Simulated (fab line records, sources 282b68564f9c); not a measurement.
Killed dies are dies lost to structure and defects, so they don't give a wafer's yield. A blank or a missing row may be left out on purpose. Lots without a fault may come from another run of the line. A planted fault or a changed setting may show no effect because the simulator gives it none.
fab line records | flow rit_cmos
record lots=6 wafers=18 last_day=7
route steps=202 shown PRETRO@69 GATE@75 FOX2@80 M1@202
lots that met no fault: from a run of the same line without faults
start_h: hours from the record's first day to the start of the lot's first wafer shown | wait_h: hours since the lot's step before | " the same as in the row above | L1.1+2: a row that stands for several wafers | - no value, or no start given | * or withheld: withheld | < > ~ a bound
route shown NAME@n: a module of which the file shows steps, and the number in the route of the first | usual: mean/standard deviation of fault-free wafers | same: alike in all rows | chamber/n: place in a boat | sites: the reading at each site | _std_site: their standard deviation | _edge_site: outer sites' mean less inner sites' | radius_mm: how far each site lies from the wafer's centre | mask NAME#n: copy n | behind: the tool/chamber that last shaped the wafer | hold: why the lot was held/for how many hours/how that ended | device: the transistor (n, p or np) that didn't switch | end of line: the same wafers' tests at the end of the route | a step without rows: its recipe alone | killed: dies lost to structure and defects at the first sort, not the wafer's yield | map: a wafer's dies, x killed, . not, _ none there
set.NAME: the setting as run; set.NAME@STEP: as run at that earlier step | model.NAME: the simulator's own value behind a step, which no gauge read
lots at some steps of the route; a table a step, a row a wafer
services: from which hour (start_h, from the record's first day; less than 0 if before it) a tool's chamber was out of use, for how many hours, and why
## steps
# step RIT_PRETRO_DEVELOP_05
# recipe resist=NOVOLAK develop_time_s=68 dev_temp_c=23
# step RIT_PRETRO_OVL_MEAS_06
# usual PRETRO_OVL=0.1/1.4
# columns lot.wafer tool chamber start_h wait_h PRETRO_OVL[nm]
L441.1 overlay-01 - 36.78 - -1.6
L441.2 " - " " -1.5
L441.3 " - " " -1.9
L442.4 overlay-02 - 41.06 - -0.2
L442.5 " - " " -1.0
L442.6 " - " " -0.9
L448.1 overlay-01 - 71.22 - 0.0
L448.2 " - " " -2.5
L448.4 " - " " -1.2
L450.1 overlay-01 - 81.37 - 1.9
L450.3 " - " " 1.0
L450.4 " - " " 2.3
L460.1 overlay-02 - 131.21 - 0.6
L460.4 " - " " 3.5
L460.6 " - " " 1.3
L463.4 overlay-02 - 145.45 - 1.7
L463.5 " - " " -0.2
L463.6 " - " " 3.5
# step RIT_PRETRO_HARDBAKE_07
# recipe resist=NOVOLAK temp_c=140 time_s=120
# step RIT_PRETRO_IMPLANT_08
# recipe species=B energy_kev=45 dose_cm2=1.2e+13 tilt_deg=7
# step RIT_PRETRO_STRIP_09
# recipe chemistry=O2 time_s=180 resist=NOVOLAK platen_temp_c=withheld power_w=500 pressure_mtorr=4000 o2_flow_sccm=4000
# usual drypump_motor_current_A=5.5/0.61
# columns lot.wafer tool chamber start_h wait_h drypump_motor_current_A rf_hours_counter_h
L441.1 plasma_asher-03 0 37.21 0.1 5.6 38
L441.2 " 1 " " 5.6 38
L441.3 " 0 " " 5.6 -
L442.4 plasma_asher-04 1 41.54 0.1 4.7 -
L442.5 " 1 " " 4.7 -
L442.6 " 0 " " 5.7 -
L448.1 plasma_asher-02 0 71.66 0.1 5.3 43
L448.2 " 1 " " 6.6 43
L448.4 " 1 " " 6.6 -
L450.1 plasma_asher-04 1 81.81 0.1 4.7 31
L450.3 " 0 " " 5.7 -
L450.4 " 1 " " 4.7 -
L460.1 plasma_asher-04 1 131.78 0.1 4.7 37
L460.4 " 1 " " 4.7 -
L460.6 " 0 " " 5.7 -
L463.4 plasma_asher-02 1 145.93 0.1 6.6 -
L463.5 " 1 " " 6.6 -
L463.6 " 0 " " 5.3 -
# step RIT_PRETRO_TW_MEAS_10
# usual PRETRO_TW=477/3.4
# columns lot.wafer tool chamber start_h wait_h PRETRO_TW
L441.1 film_metro-03 - 37.39 0.1 475
L441.2 " - " " 475
L441.3 " - " " 478
L442.4 film_metro-01 - 41.68 0.1 474
L442.5 " - " " 473
L442.6 " - " " 472
L448.1 film_metro-03 - 71.83 0.1 474
L448.2 " - " " 478
L448.4 " - " " 476
L450.1 film_metro-02 - 81.98 0.1 477
L450.3 " - " " 477
L450.4 " - " " 475
L460.1 film_metro-02 - 131.96 0.1 479
L460.4 " - " " 478
L460.6 " - " " 480
L463.4 film_metro-03 - 146.08 0.1 480
L463.5 " - " " 481
L463.6 " - " " 479
# step RIT_GATE_WET_ETCH_00
# recipe chemistry=BOE target=SiO2 target_depth_nm=56 time_s=60 dry=n2_spin dilution=10:1 temp_c=21.5
# step RIT_GATE_CLEAN_01
# recipe chemistry=SC1 mix=3:3:50 time_s=600 temp_c=75
# step RIT_GATE_CLEAN_02
# recipe chemistry=dHF dilution=50:1 time_s=30
# step RIT_GATE_CLEAN_03
# recipe chemistry=SC2 mix=3:3:50 time_s=600 temp_c=75 dry=n2_spin
# step RIT_GATE_CLEAN_04
# recipe chemistry=dHF dilution=50:1 time_s=60 dry=n2_spin
# step RIT_FOX2_THK_MEAS_91
# recipe reads=SiO2_of_FOX2_OXIDATION_00
# usual FIELD_OXIDE_LEFT_2_THK=257/6
# columns lot.wafer tool chamber start_h wait_h FIELD_OXIDE_LEFT_2_THK[nm]
L441.1 film_metro-04 - 37.88 0.0 260
L441.2 " - " " 264
L441.3 " - " " 261
L442.4 film_metro-03 - 42.18 0.0 264
L442.5 " - " " 265
L442.6 " - " " 269
L448.1 film_metro-03 - 72.33 0.0 266
L448.2 " - " " 266
L448.4 " - " " 265
L450.1 film_metro-03 - 82.46 0.0 262
L450.3 " - " " 255
L450.4 " - " " 256
L460.1 film_metro-03 - 132.43 0.0 251
L460.4 " - " " 254
L460.6 " - " " 255
L463.4 film_metro-03 - 146.59 0.0 256
L463.5 " - " " 258
L463.6 " - " " 260
# step RIT_GATE_OXIDATION_05
# recipe temp_c=900 ambient=O2 target_thk_a=30 ox_time_s=270
# usual ox_time_s=270/0
# columns lot.wafer tool chamber start_h wait_h ox_time_s model.SiO2_of_GATE_OXIDATION_05.thk_nm
L441.1 furnace-02 0 37.94 0.1 270 2.959
L441.2 " 0 " " 270 3.01
L441.3 " 0 " " 270 2.968
L442.4 furnace-02 0 42.21 0.0 270 2.953
L442.5 " 0 " " 270 3.025
L442.6 " 0 " " 270 3.014
L448.1 furnace-02 0 73.23 0.9 513 4.824
L448.2 " 0 " " 513 4.792
L448.4 " 0 " " 513 4.838
L450.1 furnace-02 0 82.62 0.2 513 4.853
L450.3 " 0 " " 513 4.839
L450.4 " 0 " " 513 4.836
L460.1 furnace-01 0 132.49 0.1 270 3.042
L460.4 " 0 " " 270 3.061
L460.6 " 0 " " 270 3.045
L463.4 furnace-02 0 146.88 0.3 270 2.922
L463.5 " 0 " " 270 2.885
L463.6 " 0 " " 270 2.938
# step RIT_GATE_ANNEAL_06
# recipe temp_c=900 time_s=600 ambient=N2O
# step RIT_GATE_THK_MEAS_07
# recipe reads=SiO2_of_GATE_OXIDATION_05
# usual GATE_OXIDE_THK=3.02/0.069
# columns lot.wafer tool chamber start_h wait_h GATE_OXIDE_THK[nm]
L441.1 film_metro-04 - 39.27 0.0 2.91
L441.2 " - " " 3.01
L441.3 " - " " 2.99
L442.4 film_metro-03 - 43.96 0.0 2.92
L442.5 " - " " 3.09
L442.6 " - " " 3.03
L448.1 film_metro-01 - 74.56 0.0 4.83
L448.2 " - " " 4.78
L448.4 " - " " 4.82
L450.1 film_metro-01 - 83.94 0.0 4.83
L450.3 " - " " 4.84
L450.4 " - " " 4.81
L460.1 film_metro-03 - 133.82 0.0 3.03
L460.4 " - " " 3.04
L460.6 " - " " 3.07
L463.4 film_metro-04 - 148.24 0.0 2.88
L463.5 " - " " 2.89
L463.6 " - " " 2.93
# step RIT_GATE_CVD_08
# recipe material=poly-Si target_thk_nm=250 temp_c=610 precursor=SiH4 time_s=2220 pressure_mtorr=300 sih4_flow_sccm=100
# step RIT_M1_PROBE_99
# usual killed_at_contacts=0.1/0.36 killed_at_front_end=7/3.4 killed_dies=7/3.4 killed_open=3.3/2 killed_short=3.8/2.4
# same gross_dies=264 killed_at_M0_to_M3=0 killed_at_M4_up=0 killed_at_back_side=0 killed_at_other=0
# columns lot.wafer tool chamber start_h wait_h killed_at_contacts killed_at_front_end killed_dies killed_open killed_short model.etest.pmos_0p3.r_on_ohm_um model.etest.pmos_turned.r_on_ohm_um model.etest.nmos_0p3.r_on_ohm_um model.etest.pmos_0p15.r_on_ohm_um model.etest.nmos_0p15.r_on_ohm_um model.etest.nmos_0p15.drive_ua_um model.etest.nmos_narrow.drive_ua_um model.etest.nmos_0p3.drive_ua_um
L441.1 prober-01 - 62.50 0.1 0 4 4 0 4 6121 3325 2114 2664 1100 491.8 235.8 235
L441.2 prober-01 - 62.55 0.1 1 4 5 2 3 6299 3404 2160 2753 1131 482.2 230.3 230.8
L441.3 prober-01 - 62.60 0.2 0 8 8 1 7 6163 3274 2116 2645 1077 497.8 236.3 234
L442.4 prober-02 - 67.75 0.2 0 6 6 3 3 6143 3356 2092 2706 1054 485.6 227.2 230.3
L442.5 prober-02 - 67.80 0.2 0 6 6 3 3 6422 3534 2173 2827 1126 468.9 216.6 222.7
L442.6 prober-02 - 67.85 0.2 0 2 2 1 1 6293 3471 2101 2816 1098 461.8 213.4 223.5
L448.1 prober-02 - 97.85 0.1 0 6 6 2 4 9850 4570 3214 3748 1433 301.2 103.4 108.2
L448.2 prober-02 - 97.90 0.1 0 13 13 8 5 9640 4445 3174 3636 1378 304.9 106.7 110.3
L448.4 prober-02 - 98.00 0.2 0 7 7 3 4 9893 4661 3282 3757 1437 301.1 104.5 108.3
L450.1 prober-02 - 106.65 0.1 0 6 6 2 4 9839 4598 3199 3709 1369 305.5 100.7 107.4
L450.3 prober-02 - 106.75 0.2 0 8 8 3 5 9508 4554 3180 3657 1367 309.3 102.5 108.2
L450.4 prober-02 - 106.80 0.2 0 8 8 1 7 9654 4493 3181 3629 1375 309.8 103.5 107.7
L460.1 prober-02 - 158.44 0.1 0 12 12 8 4 6280 3356 2162 2710 1143 464.1 228.5 225.6
L460.4 prober-02 - 158.59 0.2 0 5 5 2 3 6375 3411 2190 2804 1190 455.7 225.8 225
L460.6 prober-02 - 158.69 0.2 0 7 7 2 5 6215 3269 2142 2655 1122 472.4 231.1 227.8
L463.4 prober-01 - 171.11 0.2 0 8 8 2 6 5965 3213 2093 2610 1112 483.5 239.3 235.8
L463.5 prober-01 - 171.16 0.2 0 8 8 7 1 5962 3160 2060 2586 1079 494.1 244.5 240.3
L463.6 prober-01 - 171.21 0.2 0 9 9 3 5 6050 3245 2096 2671 1095 481.6 237.9 234
# killed by level:class
L441.1 GATE:geometric_particle:short=2 SILICIDE:geometric_particle:short=2
L441.2 ACTIVE:geometric_particle:short=1 FOX1:geometric_particle:short=1 GATE:geometric_particle:open=1 SPACER:geometric_particle:short=1 CONTACT:geometric_particle:open=1
L441.3 SPACER:geometric_particle:short=4 FOX1:geometric_particle:short=2 FOX2:geometric_particle:open=1 GATE:geometric_particle:short=1
L442.4 SILICIDE:geometric_particle:short=2 SILICIDE:geometric_particle:open=2 GATE:geometric_particle:short=1 SPACER:geometric_particle:open=1
L442.5 GATE:geometric_particle:short=3 FOX2:geometric_particle:open=1 REOX:geometric_particle:open=1 SPACER:geometric_particle:open=1
L442.6 GATE:geometric_particle:short=1 SILICIDE:geometric_particle:open=1
L448.1 REOX:geometric_particle:short=2 FOX1:geometric_particle:short=1 SPACER:geometric_particle:open=1 SPACER:geometric_particle:short=1 SILICIDE:geometric_particle:open=1
L448.2 GATE:geometric_particle:open=4 GATE:geometric_particle:short=3 REOX:geometric_particle:short=2 SPACER:geometric_particle:open=2 FOX1:geometric_particle:open=1 FOX2:geometric_particle:open=1
L448.4 REOX:geometric_particle:short=3 REOX:geometric_particle:open=2 SPACER:geometric_particle:open=1 SPACER:geometric_particle:short=1
L450.1 FOX2:geometric_particle:short=2 FOX1:geometric_particle:short=1 FOX1:geometric_particle:open=1 FOX2:geometric_particle:open=1 GATE:geometric_particle:short=1
L450.3 FOX1:geometric_particle:open=1 FOX1:geometric_particle:short=1 FOX2:geometric_particle:short=1 GATE:geometric_particle:short=1 GATE:geometric_particle:open=1 REOX:geometric_particle:short=1 SPACER:geometric_particle:short=1 SILICIDE:geometric_particle:open=1
L450.4 SILICIDE:geometric_particle:short=2 FOX1:geometric_particle:open=1 FOX1:geometric_particle:short=1 FOX2:geometric_particle:short=1 GATE:geometric_particle:short=1 REOX:geometric_particle:short=1 SPACER:geometric_particle:short=1
L460.1 GATE:geometric_particle:open=5 FOX1:geometric_particle:short=2 FOX2:geometric_particle:open=1 GATE:geometric_particle:short=1 REOX:geometric_particle:open=1 SPACER:geometric_particle:short=1 SILICIDE:geometric_particle:open=1
L460.4 GATE:geometric_particle:short=2 FOX1:geometric_particle:short=1 GATE:geometric_particle:open=1 SPACER:geometric_particle:open=1
L460.6 GATE:geometric_particle:short=3 FOX1:geometric_particle:short=1 SPACER:geometric_particle:open=1 SILICIDE:geometric_particle:short=1 SILICIDE:geometric_particle:open=1
L463.4 SILICIDE:geometric_particle:short=3 FOX1:geometric_particle:short=1 FOX1:geometric_particle:open=1 FOX2:geometric_particle:short=1 GATE:geometric_particle:short=1 SPACER:geometric_particle:open=1
L463.5 FOX1:geometric_particle:open=3 SPACER:geometric_particle:open=3 GATE:geometric_particle:open=1 SILICIDE:geometric_particle:short=1
L463.6 FOX1:geometric_particle:short=2 GATE:geometric_particle:open=2 SPACER:geometric_particle:short=2 GATE:geometric_particle:short=1 SILICIDE:geometric_particle:open=1 ACTIVE:coat_microbubble_printed=1
## services
# columns tool chamber start_h hours kind
furnace-02 - 71.82 1.4 pm
plasma_asher-03 - 108.75 9.0 pm
plasma_asher-03 0 108.75 9.0 vent_cycle
plasma_asher-03 1 108.75 9.0 vent_cycle
furnace-01 - 111.71 3.0 pm
plasma_asher-03 0 117.75 - clean
plasma_asher-03 1 117.75 - clean
plasma_asher-03 - 137.99 23.6 repair
## key
first_sign step=RIT_GATE_OXIDATION_05 reading=ox_time_s direction=up sigmas=99+ usual=* struck=*
effect step=RIT_GATE_THK_MEAS_07 reading=GATE_OXIDE_THK direction=up sigmas=26 usual=3.02 struck=4.82
model_effect step=RIT_GATE_OXIDATION_05 value=SiO2_of_GATE_OXIDATION_05.thk_nm without=2.97 struck=4.83
model_effect step=RIT_M1_PROBE_99 value=etest.pmos_0p3.r_on_ohm_um without=6144 struck=9731
met_at RIT_GATE_OXIDATION_05
struck_wafers L448.1,L448.2,L448.4,L450.1,L450.3,L450.4
tester_left_out L448,L450
onset_between 42.21 73.23
fault kind=process_parameter_drift tool=furnace-02 chamber=- onset_h=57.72 steps=RIT_GATE_OXIDATION_05 channel=ox_time_s offset=* shape=step end_h=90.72 acts_in=* stated=*
# tester_left_out: of these lots the tester's yield and bins aren't shown, on N5 and GAA mostly nor the transistor test; their killed dies are dies lost to structure and defects alone, not to doping, threshold or leakage, so they don't give the yield
